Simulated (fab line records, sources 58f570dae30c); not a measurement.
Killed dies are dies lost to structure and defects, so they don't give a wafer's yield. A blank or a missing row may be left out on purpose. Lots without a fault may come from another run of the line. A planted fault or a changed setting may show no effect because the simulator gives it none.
Tool commonality check | flow berkeley_cmos170 | 14 lots, 42 wafers sampled

WHY IT WAS OPENED
At UCB170_PVT_TW_MEAS_09 the reading PVT_TW is flagged on 2 of 14 lots. Wafers without a fault read 506, standard deviation 3.1.
Rule: a lot is flagged when every wafer of it that has a number lies more than 4 standard deviations from that mean, or none has a number. The other lots count as sound.

lot  | measured     | on            | PVT_TW, wafer by wafer | flag
L375 | day 6 11:11  | film_metro-03 | 499 502 500            |
L377 | day 6 18:51  | film_metro-03 | 502 501 500            |
L378 | day 7 06:45  | film_metro-02 | 506 508 506            |
L380 | day 7 07:02  | film_metro-04 | 508 508 507            |
L381 | day 7 19:11  | film_metro-02 | 506 505 504            |
L382 | day 7 19:26  | film_metro-02 | 504 504 503            |
L386 | day 8 11:10  | film_metro-02 | 506 506 504            |
L384 | day 8 12:02  | film_metro-03 | 31 31 31               | FLAGGED
L388 | day 8 15:17  | film_metro-02 | 31 31 31               | FLAGGED
L391 | day 9 16:38  | film_metro-04 | 511 511 513            |
L393 | day 9 16:54  | film_metro-03 | 504 504 502            |
L394 | day 9 17:10  | film_metro-03 | 504 505 503            |
L396 | day 10 17:50 | film_metro-02 | 505 507 506            |
L398 | day 11 08:17 | film_metro-03 | 505 504 504            |
The numbers of the flagged lots are 31 on average: -475 against the usual, or -99 or more standard deviations.

WHICH TOOL RAN EACH LOT
The record holds 1 process step before the reading, out of a route of 331 steps. In each cell: the tool, then ch and the chambers that the sampled wafers went through, then the start.
lot  | flag    | UCB170_PVT_DEVELOP_05
L375 |         | litho_track-03 ch 0, day 6 10:00
L377 |         | litho_track-01 ch 0, day 6 18:00
L378 |         | litho_track-03 ch 0, day 7 06:00
L380 |         | litho_track-03 ch 0, day 7 06:00
L381 |         | litho_track-03 ch 0, day 7 18:00
L382 |         | litho_track-02 ch 0, day 7 19:00
L386 |         | litho_track-01 ch 0, day 8 10:00
L384 | FLAGGED | litho_track-03 ch 0, day 8 11:00
L388 | FLAGGED | litho_track-03 ch 0, day 8 14:00
L391 |         | litho_track-01 ch 0, day 9 16:00
L393 |         | litho_track-01 ch 0, day 9 16:00
L394 |         | litho_track-01 ch 0, day 9 16:00
L396 |         | litho_track-01 ch 0, day 10 17:00
L398 |         | litho_track-02 ch 0, day 11 07:00
What these steps do:
- UCB170_PVT_DEVELOP_05: develop time 45 s.
- UCB170_PVT_TW_MEAS_09

FLAGGED OVER TOTAL, TOOL BY TOOL (the gauges that took the reading come last)
step                  | tool           | lots run | flagged | share of the flagged lots | sound lots run after its first flagged lot
UCB170_PVT_DEVELOP_05 | litho_track-01 | 6        | 0       | none                      | -
UCB170_PVT_DEVELOP_05 | litho_track-02 | 2        | 0       | none                      | -
UCB170_PVT_DEVELOP_05 | litho_track-03 | 6        | 2       | all                       | 0
UCB170_PVT_TW_MEAS_09 | film_metro-02  | 6        | 1       | some                      | 1 (L396)
UCB170_PVT_TW_MEAS_09 | film_metro-03  | 6        | 1       | some                      | 3 (L393,L394,L398)
UCB170_PVT_TW_MEAS_09 | film_metro-04  | 2        | 0       | none                      | -

WHAT THE TABLE ALLOWS
1 row of the table ran every flagged lot: litho_track-03 at UCB170_PVT_DEVELOP_05.
- litho_track-03 at UCB170_PVT_DEVELOP_05: 2 of its 6 lots flagged. Its last sound lot is L381 (day 7 18:00), its first flagged lot L384 (day 8 11:00): a fault that began between those two fits.
One tool is left: litho_track-03 at UCB170_PVT_DEVELOP_05.

WHAT THE SIMULATOR HAD PUT IN
Process parameter drift: litho_track-03, from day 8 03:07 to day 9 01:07, at UCB170_PVT_DEVELOP_05. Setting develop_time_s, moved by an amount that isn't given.
Lots struck among those shown: L384, L388. The rule above found the same.
